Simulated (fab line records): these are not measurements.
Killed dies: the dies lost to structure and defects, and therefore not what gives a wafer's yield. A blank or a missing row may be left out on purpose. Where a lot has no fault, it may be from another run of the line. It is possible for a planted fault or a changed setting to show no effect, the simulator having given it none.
What tool caused it? || flow berkeley-cmos170 || 7 lots with 20 wafers sampled at 2 steps, on a route of 331 steps

## WHAT EACH GAUGE READ, for each wafer
UCB170_PLDD_TW_MEAS_11.
{"lot": "L469", "measured": "day 8 05:04", "on": "film-metro-02", "PLDD_TW": "1012 1017 1013"}
{"lot": "L468", "measured": "day 8 05:37", "on": "film-metro-01", "PLDD_TW": "1001 1003 1005"}
{"lot": "L472", "measured": "day 8 20:59", "on": "film-metro-02", "PLDD_TW": "1012 1013 1013"}
{"lot": "L475", "measured": "day 9 16:26", "on": "film-metro-01", "PLDD_TW": "1001 999 996"}
{"lot": "L479", "measured": "day 10 09:54", "on": "film-metro-03", "PLDD_TW": "900 898"}
{"lot": "L483", "measured": "day 11 01:11", "on": "film-metro-03", "PLDD_TW": "1000 1007 1003"}
{"lot": "L485", "measured": "day 11 14:22", "on": "film-metro-03", "PLDD_TW": "1012 1008 1002"}

## EACH LOT AND THE TOOL THAT RAN IT (in order: tool; ch and the chambers of the sampled wafers; start)
{"lot": "L469", "UCB170_PLDD_IMPLANT_09": "implanter-02 ch 0, day 8 04:49"}
{"lot": "L468", "UCB170_PLDD_IMPLANT_09": "implanter-02 ch 0, day 8 05:22"}
{"lot": "L472", "UCB170_PLDD_IMPLANT_09": "implanter-01 ch 0, day 8 20:46"}
{"lot": "L475", "UCB170_PLDD_IMPLANT_09": "implanter-03 ch 0, day 9 16:11"}
{"lot": "L479", "UCB170_PLDD_IMPLANT_09": "implanter-02 ch 0, day 10 09:39"}
{"lot": "L483", "UCB170_PLDD_IMPLANT_09": "implanter-01 ch 0, day 11 00:56"}
{"lot": "L485", "UCB170_PLDD_IMPLANT_09": "implanter-01 ch 0, day 11 14:08"}
- UCB170_PLDD_IMPLANT_09

## THE ANSWER, worked out from the rows above alone
Rule: usual is defined by the lots themselves. Put in order of their means at a reading, lots are off if they are a third of the lots or fewer, leave a main group of 4 or more, and stand apart from it by a gap of 3 or more times the standard deviation of the main group's means; of several such gaps the widest counts. A main group whose means are all the same, to the digits that the tables above print for the reading, isn't used. A lot without any number at a reading at which 4 lots or more have one is off too. Any other lot the step has rows for is counted as sound.
Off: L479, seen at UCB170_PLDD_TW_MEAS_11 (PLDD_TW). Main group: mean 1006, sd 5.5.
A tool fits if, at a process step before that reading, it ran every lot that is off, and no sound lot after the first of them. The gauges at UCB170_PLDD_TW_MEAS_11 are tried like those tools. One candidate fits, namely implanter-02 at UCB170_PLDD_IMPLANT_09. A fault onset in the window from L468 (day 8 05:22, its last sound lot) to L479 (day 10 09:39, its first lot off) fits.

## WHAT WAS PUT IN BY THE SIMULATOR
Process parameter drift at UCB170_PLDD_IMPLANT_09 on implanter-02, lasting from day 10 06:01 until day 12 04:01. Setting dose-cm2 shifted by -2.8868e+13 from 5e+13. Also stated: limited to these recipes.
Lots struck among those shown: L479. The rule given above showed the same thing.
